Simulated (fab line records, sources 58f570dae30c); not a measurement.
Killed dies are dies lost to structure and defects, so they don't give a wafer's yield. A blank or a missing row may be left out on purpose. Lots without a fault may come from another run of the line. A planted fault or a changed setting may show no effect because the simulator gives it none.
One fault seen from 2 desks | flow berkeley_cmos170 | each desk has only its own numbers; what lay behind them comes last

THE METROLOGY DESK
What the gauges read, lot by lot, whatever tool the lot ran on: means of the sampled wafers that have a number. A lot is out of limits, marked OUT, if its mean lies more than 4 standard deviations from the usual mean; the brackets give that distance.
Columns: A = V1_TEOS_THK at UCB170_V1_THK_MEAS_01, usual 1995 nm; B = cd_nm at UCB170_V1_CD_MEAS_90, usual 700.3 nm
lot  | first seen here | A    | B
L195 | day 8 02:52     | 2025 | 699.0
L198 | day 8 15:13     | 1979 | 700.0
L196 | day 8 16:32     | 1980 | 702.3
L197 | day 8 17:55     | 2022 | 699.0
L200 | day 9 06:02     | 2004 | 700.9
L204 | day 10 09:18    | 2019 | 705.5
L208 | day 11 01:08    | 1981 | 700.9
L207 | day 11 02:36    | 1995 | 705.5
L211 | day 11 14:37    | 1968 | 698.2
L210 | day 11 16:01    | 2019 | 699.2
L212 | day 12 04:37    | 1949 | 701.1
L213 | day 12 05:57    | 1996 | 702.2
L214 | day 12 14:28    | 1990 | 701.5
L216 | day 13 17:58    | 1992 | 699.8
This desk's finding: nothing out of limits on any of the 14 lots.

THE TOOL OWNER'S DESK: rie_diel-03
The tool's own readings at UCB170_V1_ETCH_14 (etches SiO2 in CHF3/CF4/Ar, stops on Al, target depth 1250 nm, time 291 s): means of the sampled wafers that have a number, for each lot that ran on this tool. A lot is out of limits, marked OUT, if its mean lies more than 4 standard deviations from the usual mean; the brackets give that distance.
Columns: A = drypump_motor_current_A at UCB170_V1_ETCH_14, usual 5.8 A; B = oes_product_au at UCB170_V1_ETCH_14, usual 0.878 a.u.; C = throttle_valve_pct at UCB170_V1_ETCH_14, usual 6.92 %
lot  | first seen here | A   | B     | C
L197 | day 8 21:08     | 5.3 | 0.873 | 7.05
L204 | day 10 13:43    | 5.3 | 0.875 | 7.02
L207 | day 11 04:25    | 5.3 | 0.877 | 7.01
This desk's finding: nothing out of limits on any of the 3 lots.

PUT TOGETHER
The metrology desk saw nothing out of limits.
The tool owner's desk saw nothing out of limits.

WHAT THE SIMULATOR HAD PUT IN
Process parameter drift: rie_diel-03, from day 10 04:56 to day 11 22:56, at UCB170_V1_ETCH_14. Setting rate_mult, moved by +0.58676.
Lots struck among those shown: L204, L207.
